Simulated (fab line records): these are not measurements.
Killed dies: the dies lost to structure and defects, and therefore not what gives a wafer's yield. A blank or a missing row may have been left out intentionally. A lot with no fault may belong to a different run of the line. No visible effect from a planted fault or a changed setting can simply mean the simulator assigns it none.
fab line records	flow berkeley-cmos170
record lots=14	wafers=42	last-day=13
route steps=331 shown PSD@183
lots that met no fault: from a run of the same line without faults
start-h: the number of hours between the record's first day and the start of the first shown wafer of the lot	wait-h: hours from the lot's prior step to this one	" the same as in the row above	L1.1+2: several wafers, shown together as one row	- no value, or no start was given	* or withheld: withheld	< > ~ a bound
route shown NAME@n: names a module that has steps shown in the file, with the first one's number in the route	usual: mean/standard deviation taken from wafers without a fault	same: alike in all rows	chamber/n: place in a boat	sites: per-site readings	_std_site: standard deviation of those values	_edge_site: mean of outer sites minus mean of inner sites	radius-mm: for every site, how far away it sits from the centre of the wafer	mask NAME#n: copy n	behind: tool/chamber where the wafer was last shaped	hold: what put the lot on hold/how long, in hours/how the hold closed	device: the n, p or np transistor that did not switch	end of line: tests of these same wafers at the route's end	a step given without rows: its recipe and nothing more	killed: the dies lost at the first sort to structure and to defects; this is not the yield of the wafer	map: per-die view of a wafer (x killed, . not killed, _ where there is no die)
set.NAME: the run value of the setting; set.NAME@STEP: its run value at that earlier step	model.NAME: the simulator's own value behind a step, which no gauge read
a sample of lots followed through the steps of the route, with each step as a table and each wafer as a row
services: from which hour (start-h, from the record's first day; less than 0 if before it) a tool's chamber was out of use, for how many hours, and why
## steps
# step UCB170_PSD_IMPLANT_08
# recipe species=B	dose-cm2=3e+15	energy-kev=20	tilt-deg=7
# usual beam-on-s=10.03/0.2	dose-ions-cm2=3e+15/3.7e+12	faraday-current-uA=9236/180
lot.wafer	tool	chamber	start-h	wait-h	beam-on-s	dose-ions-cm2	faraday-current-uA
L446.3	implanter-03	0	161.06	0.1	10.00	3.003e+15	9240
L446.4	"	0	"	"	10.55	2.997e+15	8777
L446.6	"	0	"	"	10.19	3e+15	9117
L445.1	implanter-03	0	161.16	0.1	10.07	3.008e+15	9216
L445.2	"	0	"	"	10.12	3.006e+15	9182
L445.3	"	0	"	"	9.94	3.007e+15	9351
L450.2	implanter-04	0	175.49	0.0	9.74	3e+15	9488
L450.4	"	0	"	"	9.92	3.003e+15	9314
L450.5	"	0	"	"	10.03	3.003e+15	9236
L448.1	implanter-01	0	175.58	0.0	10.18	3.001e+15	9107
L448.2	"	0	"	"	9.80	3.002e+15	9448
L448.3	"	0	"	"	9.52	3.004e+15	9695
L447.1	implanter-03	0	175.77	0.0	10.00	3.001e+15	9244
L447.3	"	0	"	"	10.06	3e+15	9209
L447.4	"	0	"	"	10.33	2.998e+15	8973
L453.2	implanter-01	0	201.81	0.0	9.85	3.004e+15	9383
L453.4	"	0	"	"	9.92	2.999e+15	9330
L453.5	"	0	"	"	9.68	2.999e+15	9539
L452.2	implanter-03	0	202.08	0.0	10.36	3.008e+15	8927
L452.3	"	0	"	"	10.21	3.005e+15	9128
L452.5	"	0	"	"	10.50	3.003e+15	8795
L456.1	implanter-03	0	202.60	0.0	10.26	3.003e+15	9031
L456.3	"	0	"	"	9.95	3e+15	9297
L456.5	"	0	"	"	10.28	3.005e+15	8963
L457.1	implanter-01	0	208.16	0.0	9.90	2.996e+15	9350
L457.3	"	0	"	"	10.07	2.996e+15	9204
L457.5	"	0	"	"	9.85	2.996e+15	9426
L459.1	implanter-03	0	233.00	0.0	10.13	2.992e+15	9161
L459.5	"	0	"	"	10.06	3.002e+15	9191
L459.6	"	0	"	"	10.19	3.002e+15	9084
L462.2	implanter-01	0	238.50	0.0	9.88	3.003e+15	9305
L462.4	"	0	"	"	9.82	3.005e+15	9412
L462.5	"	0	"	"	9.93	3.003e+15	9311
L464.1	implanter-03	0	248.82	0.0	14.19	5.414e+15	11682
L464.2	"	0	"	"	14.51	5.415e+15	11464
L464.5	"	0	"	"	14.65	5.414e+15	11352
L463.2	implanter-01	0	248.88	0.0	9.76	3.002e+15	9468
L463.4	"	0	"	"	10.23	3.003e+15	9076
L463.6	"	0	"	"	10.03	3.001e+15	9215
L466.2	implanter-03	0	272.39	0.0	14.67	5.413e+15	11332
L466.3	"	0	"	"	14.27	5.406e+15	11717
L466.6	"	0	"	"	14.16	5.415e+15	11767
# step UCB170_PSD_STRIP_09
# recipe chemistry=O2	power-w=400	pressure-mtorr=3500	platen-temp-c=withheld	o2-flow-sccm=400	overash-fraction=0.5
# usual drypump-motor-current-A=5.5/0.46	oes-product-au=0.600/0.0042	strip-time-to-endpoint-s=29.38/0.068
lot.wafer	tool	chamber	start-h	wait-h	drypump-motor-current-A	oes-product-au	rf-hours-counter-h	strip-time-to-endpoint-s
L446.3	plasma-asher-02	0	161.19	0.1	5.5	0.595	-	29.44
L446.4	"	1	"	"	4.8	0.603	-	29.51
L446.6	"	0	"	"	5.5	0.598	-	29.49
L445.1	plasma-asher-03	0	161.31	0.1	5.1	0.600	43	29.35
L445.2	"	1	"	"	5.7	0.598	43	29.41
L445.3	"	0	"	"	5.1	0.608	-	29.38
L450.2	plasma-asher-02	1	175.61	0.1	4.8	0.595	5	29.36
L450.4	"	1	"	"	4.7	0.602	-	29.44
L450.5	"	1	"	"	4.7	0.596	-	29.42
L448.1	plasma-asher-04	0	175.73	0.1	5.8	0.596	49	29.32
L448.2	"	1	"	"	6.1	0.597	49	29.26
L448.3	"	1	"	"	6.1	0.593	-	29.29
L447.1	plasma-asher-03	1	175.92	0.1	5.8	0.600	45	29.39
L447.3	"	1	"	"	5.8	0.599	-	29.39
L447.4	"	0	"	"	5.1	0.596	-	29.32
L453.2	plasma-asher-03	1	201.93	0.1	5.8	0.599	48	29.40
L453.4	"	0	"	"	5.1	0.601	-	29.37
L453.5	"	0	"	"	5.1	0.597	-	29.37
L452.2	plasma-asher-02	0	202.21	0.1	5.6	0.610	8	29.34
L452.3	"	0	"	"	5.6	0.605	-	29.33
L452.5	"	0	"	"	5.5	0.597	-	29.32
L456.1	plasma-asher-02	0	202.75	0.1	5.5	0.602	9	29.39
L456.3	"	1	"	"	4.8	0.601	-	29.41
L456.5	"	1	"	"	4.8	0.602	-	29.42
L457.1	plasma-asher-02	0	208.31	0.1	5.5	0.604	9	29.38
L457.3	"	0	"	"	5.5	0.601	-	29.42
L457.5	"	1	"	"	4.7	0.599	-	29.35
L459.1	plasma-asher-04	0	233.15	0.1	5.8	0.599	55	29.36
L459.5	"	0	"	"	5.7	0.595	-	29.29
L459.6	"	1	"	"	6.1	0.604	-	29.31
L462.2	plasma-asher-04	1	238.63	0.1	6.1	0.605	56	29.39
L462.4	"	0	"	"	5.7	0.601	-	29.29
L462.5	"	0	"	"	5.7	0.601	-	29.41
L464.1	plasma-asher-04	1	248.97	0.1	6.1	0.530	57	36.25
L464.2	"	0	"	"	5.7	0.527	57	36.23
L464.5	"	1	"	"	6.1	0.530	-	36.27
L463.2	plasma-asher-02	0	249.00	0.1	5.5	0.599	14	29.39
L463.4	"	1	"	"	4.8	0.594	-	29.48
L463.6	"	0	"	"	5.6	0.605	-	29.46
L466.2	plasma-asher-02	1	272.51	0.1	4.7	0.538	16	36.30
L466.3	"	0	"	"	5.6	0.526	-	36.27
L466.6	"	1	"	"	4.7	0.532	-	36.32
# step UCB170_PSD_TW_MEAS_10
# usual PSD_TW=2311/20
lot.wafer	tool	chamber	start-h	wait-h	PSD_TW
L446.3	film-metro-03	-	161.28	0.1	2342
L446.4	"	-	"	"	2342
L446.6	"	-	"	"	2327
L445.1	film-metro-04	-	161.41	0.1	2283
L445.2	"	-	"	"	2275
L445.3	"	-	"	"	2284
L450.2	film-metro-01	-	175.72	0.1	2321
L450.4	"	-	"	"	2296
L450.5	"	-	"	"	2306
L448.1	film-metro-04	-	175.83	0.1	2288
L448.2	"	-	"	"	2283
L448.3	"	-	"	"	2277
L447.1	film-metro-01	-	176.02	0.1	2314
L447.3	"	-	"	"	2307
L447.4	"	-	"	"	2314
L453.2	film-metro-04	-	202.04	0.1	2288
L453.4	"	-	"	"	2301
L453.5	"	-	"	"	2296
L452.2	film-metro-01	-	202.32	0.1	2308
L452.3	"	-	"	"	2309
L452.5	"	-	"	"	2319
L456.1	film-metro-03	-	202.85	0.1	2350
L456.3	"	-	"	"	2351
L456.5	"	-	"	"	2340
L457.1	film-metro-04	-	208.41	0.1	2300
L457.3	"	-	"	"	2306
L457.5	"	-	"	"	2290
L459.1	film-metro-03	-	233.25	0.1	2335
L459.5	"	-	"	"	2331
L459.6	"	-	"	"	2340
L462.2	film-metro-03	-	238.74	0.1	2331
L462.4	"	-	"	"	2315
L462.5	"	-	"	"	2341
L464.1	film-metro-01	-	249.07	0.1	2757
L464.2	"	-	"	"	2766
L464.5	"	-	"	"	2752
L463.2	film-metro-03	-	249.11	0.1	2325
L463.4	"	-	"	"	2335
L463.6	"	-	"	"	2324
L466.2	film-metro-03	-	272.62	0.1	2784
L466.3	"	-	"	"	2771
L466.6	"	-	"	"	2772
# step UCB170_SDANNEAL_RS_MEAS_02
# recipe thk-meas-gauge=four-point-probe
# usual PSD_RS=75.63/0.3
lot.wafer	tool	chamber	start-h	wait-h	PSD_RS[ohm/sq]
L446.3	film-metro-03	-	167.82	0.1	75.59
L446.4	"	-	"	"	75.37
L446.6	"	-	"	"	75.30
L445.1	film-metro-04	-	168.23	0.0	75.73
L445.2	"	-	"	"	75.57
L445.3	"	-	"	"	75.44
L450.2	film-metro-01	-	179.51	0.1	75.48
L450.4	"	-	"	"	75.57
L450.5	"	-	"	"	75.54
L447.1	film-metro-04	-	179.63	0.0	75.24
L447.3	"	-	"	"	75.28
L447.4	"	-	"	"	75.39
L448.1	film-metro-03	-	179.73	0.0	75.63
L448.2	"	-	"	"	76.07
L448.3	"	-	"	"	75.76
L453.2	film-metro-04	-	205.20	0.1	75.57
L453.4	"	-	"	"	75.42
L453.5	"	-	"	"	75.64
L452.2	film-metro-03	-	205.72	0.1	75.85
L452.3	"	-	"	"	76.07
L452.5	"	-	"	"	76.25
L456.1	film-metro-03	-	206.25	0.0	75.45
L456.3	"	-	"	"	75.55
L456.5	"	-	"	"	75.45
L457.1	film-metro-04	-	211.22	0.0	75.24
L457.3	"	-	"	"	75.07
L457.5	"	-	"	"	75.48
L459.1	film-metro-01	-	236.07	0.0	75.80
L459.5	"	-	"	"	75.83
L459.6	"	-	"	"	75.82
L462.2	film-metro-03	-	242.09	0.1	75.60
L462.4	"	-	"	"	75.46
L462.5	"	-	"	"	75.53
L464.1	film-metro-03	-	253.62	0.0	54.95
L464.2	"	-	"	"	55.11
L464.5	"	-	"	"	54.83
L463.2	film-metro-04	-	253.64	0.1	75.65
L463.4	"	-	"	"	75.62
L463.6	"	-	"	"	75.40
L466.2	film-metro-03	-	277.05	0.1	54.89
L466.3	"	-	"	"	54.97
L466.6	"	-	"	"	54.95
## services
tool	chamber	start-h	hours	kind
implanter-01	-	159.36	4.1	repair
implanter-04	-	160.48	3.6	pm
implanter-01	-	163.45	1.5	repair
implanter-01	-	164.95	7.7	pm
implanter-03	-	195.63	3.8	repair
implanter-03	-	203.48	0.7	repair
plasma-asher-03	-	230.01	2.0	repair
implanter-01	-	232.97	5.3	repair
plasma-asher-03	-	243.18	2.2	repair
implanter-04	-	248.66	2.0	repair
## key
first-sign step=UCB170_PSD_IMPLANT_08	reading=dose-ions-cm2	direction=up	sigmas=99+	usual=3e+15	struck=5.413e+15
effect step=UCB170_PSD_IMPLANT_08	reading=beam-on-s	direction=up	sigmas=22	usual=10.03	struck=14.41
effect step=UCB170_PSD_STRIP_09	reading=strip-time-to-endpoint-s	direction=up	sigmas=99+	usual=*	struck=*
effect step=UCB170_PSD_TW_MEAS_10	reading=PSD_TW	direction=up	sigmas=22	usual=2311	struck=2767
effect step=UCB170_SDANNEAL_RS_MEAS_02	reading=PSD_RS	direction=down	sigmas=69	usual=75.63	struck=54.95
met-at UCB170_PSD_IMPLANT_08
struck-lots L464,L466
tester-left-out L464,L466
onset-between 233.00 248.82
fault kind=process-parameter-drift	tool=implanter-03	chamber=-	onset-h=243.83	steps=UCB170_PSD_IMPLANT_08	channel=dose-cm2	offset=2.415e+15	shape=step	end-h=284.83	acts-in=these-recipes-only	stated=3e+15
# tester-left-out: of these lots the tester's yield and bins aren't shown, on N5 and GAA mostly nor the transistor test; their killed dies are dies lost to structure and defects alone, not to doping, threshold or leakage, so they don't give the yield
